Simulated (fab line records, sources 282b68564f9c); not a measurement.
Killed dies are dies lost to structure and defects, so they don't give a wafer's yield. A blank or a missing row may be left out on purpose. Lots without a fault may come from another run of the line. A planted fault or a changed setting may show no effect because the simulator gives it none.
A struck lot beside a sound one | flow rit_cmos | 15 steps out of a route of 202
Sound: wafers L762.2, L762.3, L762.4. Struck: wafers L756.4, L756.5, L756.6. The cause comes at the end.
At each step with rows: each side's tool, then ch and its chambers, then its first start. Under that, the readings that differ: sound wafers | struck wafers | difference of the means | sigmas: that difference in standard deviations of wafers without a fault.
alike: readings whose means differ by less than 2 such deviations, and words and numbers that are the same on both sides. not compared: withheld readings, readings that some wafer has no value for, bounds like >300 that may hide the same value, and numbers for which the record gives no deviation and whose values overlap.
The two part at a step that has a row with sigmas, a row that says differs or no value, or rows on one side only. Numbers that don't overlap but have no deviation are shown without sigmas and don't part them. A reading that every wafer of one side lacks parts them only if that side has two wafers or more.

RIT_ACTIVE_BOW_MEAS_00:
  sound on film_metro-02, day 4 08:01; struck on film_metro-01, day 3 02:04
  alike: INCOMING_BOW
then, 1 step without rows for these wafers: RIT_ACTIVE_OXIDATION_01 (target thk 46.8 nm, ox time 3360 s).
RIT_ACTIVE_THK_MEAS_02:
  sound on film_metro-04, day 4 15:38; struck on film_metro-01, day 3 05:29
  alike: ACTIVE_OXIDE_THK
then, 1 step without rows for these wafers: RIT_ACTIVE_CVD_03 (deposits Si3N4 from SiH2Cl2/NH3, target thk 150 nm, time 1500 s).
RIT_ACTIVE_THK_MEAS_04:
  sound on film_metro-01, day 4 17:07; struck on film_metro-04, day 3 07:40
  alike: ACTIVE_NITRIDE_THK
then, 5 steps without rows for these wafers: RIT_ACTIVE_HMDS_05 (prime time 60 s); RIT_ACTIVE_COAT_06 (resist thk 995 nm); RIT_ACTIVE_SOFTBAKE_07 (time 60 s); RIT_ACTIVE_EXPOSE_08 (exposes mask M1, target cd 1400 nm); RIT_ACTIVE_PEB_09.
RIT_ACTIVE_DEVELOP_10: develop time 50 s.
  sound on litho_track-04 ch 0, day 4 18:00; struck on litho_track-03 ch 0, day 3 08:00
RIT_ACTIVE_CD_MEAS_11: target cd 1400 nm.
  sound on cd_sem-02, day 4 18:10; struck on cd_sem-02, day 3 09:02
  reading    | sound                | struck               | difference | sigmas
  cd_nm (nm) | 1396.6 1396.0 1396.6 | 1381.4 1383.4 1381.2 | -14.4      | -7
  not compared: hold
RIT_ACTIVE_ETCH_13: etches Si3N4 in SF6, stops on SiO2, time 210 s, target depth 210 nm.
  sound on rie_diel-01 ch 0,1, day 4 18:25; struck on rie_diel-01 ch 0,1,2, day 3 15:45
  reading                 | sound          | struck         | difference | sigmas
  model.ACTIVE.cd_nm (nm) | 1397 1396 1397 | 1381 1383 1381 | -15        |
  alike: drypump_motor_current_A, oes_product_au, throttle_valve_pct
  not compared: rf_hours_counter_h
RIT_ACTIVE_STRIP_14: strips in O2, time 180 s.
  sound on plasma_asher-01 ch 0,1, day 4 18:32; struck on plasma_asher-02 ch 0,1, day 3 15:56
  alike: drypump_motor_current_A
  not compared: rf_hours_counter_h
then, 1 step without rows for these wafers: RIT_M1_PROBE_99.

WHERE THEY PART
Only at RIT_ACTIVE_CD_MEAS_11, within this record. Later steps at which nothing parts them and some readings are alike: RIT_ACTIVE_ETCH_13, RIT_ACTIVE_STRIP_14.

WHY: what the simulator had put in
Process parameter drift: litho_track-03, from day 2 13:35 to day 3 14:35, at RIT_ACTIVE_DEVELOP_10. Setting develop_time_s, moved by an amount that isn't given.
